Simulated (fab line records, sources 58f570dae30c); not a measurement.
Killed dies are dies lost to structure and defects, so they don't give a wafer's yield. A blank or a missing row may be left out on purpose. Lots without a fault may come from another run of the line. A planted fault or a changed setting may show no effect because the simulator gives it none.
Which tool did it? | flow berkeley_cmos170 | 6 lots, 18 wafers sampled, at 3 steps of a route of 331

WHAT THE GAUGES READ, wafer by wafer
UCB170_M2_CD_MEAS_90: target cd 700 nm.
lot  | measured     | on        | cd_nm (nm)
L537 | day 7 22:26  | cd_sem-01 | 697.0 700.4 699.5
L538 | day 8 13:19  | cd_sem-01 | 702.7 699.7 695.4
L545 | day 9 15:42  | cd_sem-01 | 697.9 699.0 710.4
L550 | day 10 11:44 | cd_sem-01 | 702.1 700.9 702.8
L553 | day 11 02:18 | cd_sem-01 | 706.7 702.0 708.9
L559 | day 12 15:36 | cd_sem-01 | 699.3 698.0 701.5

WHICH TOOL RAN EACH LOT (tool, then ch and the chambers of the sampled wafers, then the start)
lot  | UCB170_M2_METAL_ETCH_18           | UCB170_M2_STRIP_19
L537 | rie_metal-02 ch 0,1, day 7 22:07  | plasma_asher-01 ch 0,1, day 7 22:19
L538 | rie_metal-02 ch 0,1, day 8 13:01  | plasma_asher-01 ch 0,1, day 8 13:13
L545 | rie_metal-02 ch 0,1, day 9 15:23  | plasma_asher-01 ch 0,1, day 9 15:35
L550 | rie_metal-03 ch 0,1, day 10 11:26 | plasma_asher-01 ch 0,1, day 10 11:38
L553 | rie_metal-03 ch 0,1, day 11 02:02 | plasma_asher-03 ch 0,1, day 11 02:11
L559 | rie_metal-01 ch 0,1, day 12 15:17 | plasma_asher-01 ch 1, day 12 15:29
- UCB170_M2_METAL_ETCH_18: etches Al in Cl2/BCl3, stops on SiO2, target depth 1170 nm, time 195 s.
- UCB170_M2_STRIP_19: strips in O2.

THE ANSWER, worked out from the rows above alone
Rule: what is usual is taken from the lots themselves. Put in order of their means at a reading, lots are off if they are a third of the lots or fewer, leave a main group of 4 or more, and stand apart from it by a gap of 3 or more times the standard deviation of the main group's means; of several such gaps the widest counts. A main group whose means are all the same, to the digits that the tables above print for the reading, isn't used. A lot without any number at a reading at which 4 lots or more have one is off too. The other lots that the step has rows for count as sound.
No lot is off at any reading shown: from this, nothing can be told.

WHAT THE SIMULATOR HAD PUT IN
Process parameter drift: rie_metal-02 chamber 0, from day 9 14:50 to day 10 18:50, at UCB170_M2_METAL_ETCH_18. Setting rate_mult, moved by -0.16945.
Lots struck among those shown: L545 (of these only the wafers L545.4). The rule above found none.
